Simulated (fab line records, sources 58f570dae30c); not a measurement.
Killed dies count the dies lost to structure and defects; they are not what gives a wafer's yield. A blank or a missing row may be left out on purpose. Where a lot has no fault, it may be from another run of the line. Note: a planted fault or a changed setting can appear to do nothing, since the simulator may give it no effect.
Comparing a struck lot with a sound one + flow berkeley cmos170 + 13 steps out of a route of 331
Sound: the wafers L871.1, L871.5, L871.6. Wafers L877.1, L877.2, L877.4 were the ones struck. The cause is named last.
At each step with rows: each side's tool, then ch and its chambers, then its first start. Under that, the readings that differ: sound wafers + struck wafers + difference of the means + sigmas: that difference in standard deviations of wafers without a fault.
alike: same words and numbers on both sides, and readings whose means sit less than 2 such deviations apart. not compared: any withheld reading, any reading some wafer has no value for, any bound like >300 that may hide the same value, and any number with overlapping values for which the record gives no deviation.
The two part at a step that has a row with sigmas, a row that says differs or no value, or rows on one side only. When numbers do not overlap yet have no deviation, they are printed without sigmas and do not part them. A reading that every wafer of one side lacks parts them only if that side has two wafers or more.

first, 3 steps without rows for these wafers: UCB170_PWELL_EXPOSE_10 (exposes mask PWELL, target cd 3000 nm); UCB170_PWELL_PEB_11; UCB170_PWELL_DEVELOP_12 (develop time 45 s).
UCB170_PWELL_OVL_MEAS_13:
  sound on overlay-02 at day 4 12:31; struck on overlay-01 at day 5 18:06
  alike: PWELL_OVL
UCB170_PWELL_ETCH_14: etches Si3N4 in CH3F/Ar/O2, stops on SiO2, target depth 242 nm, time 151 s.
  sound on rie diel-04 ch 0,2,3, day 4 12:34; struck on rie diel-01 ch 0,1,2, day 5 18:08
  alike: drypump motor current A, oes product au, throttle valve pct
  not compared: rf hours counter h
after that, 1 step had no rows for these wafers: UCB170_PWELL_IMPLANT_15.
UCB170_PWELL_STRIP_16: strips in O2.
  sound on plasma asher-01 ch 0,1, day 4 12:49; struck on plasma asher-03 ch 0,1, day 5 18:23
  alike: drypump motor current A, oes product au, strip time to endpoint s
  not compared: rf hours counter h
UCB170_PWELL_TW_MEAS_17:
  sound on film metro-03 at day 4 12:55; struck on film metro-02 at day 5 18:29
  alike: PWELL_TW
then, 4 steps without rows for these wafers: UCB170_PWELL_CLEAN_18 (cleans in SPM, time 600 s); UCB170_PWELL_WET_ETCH_19 (etches Si3N4 in H3PO4, time 14400 s); UCB170_PWELL_WET_ETCH_20 (etches SiO2 in BOE, time 22 s); UCB170_WELLDRIVE_CLEAN_00 (cleans in SPM, time 600 s).
UCB170_WELLDRIVE_OXIDATION_01: target thk 199 nm, ox time 9000 s.
  sound on furnace-04 ch 0, day 5 02:02; struck on furnace-02, day 6 05:55
  no value came back on the struck wafers for ox temp c (C), ox temp c max, ox time s (s), tube center temp C (C); on the sound wafers ox temp c (C) reads 1100.5 1099.9 1100.6

WHERE THEY PART
Only at UCB170_WELLDRIVE_OXIDATION_01, within this record.

WHY: the cause the simulator had injected
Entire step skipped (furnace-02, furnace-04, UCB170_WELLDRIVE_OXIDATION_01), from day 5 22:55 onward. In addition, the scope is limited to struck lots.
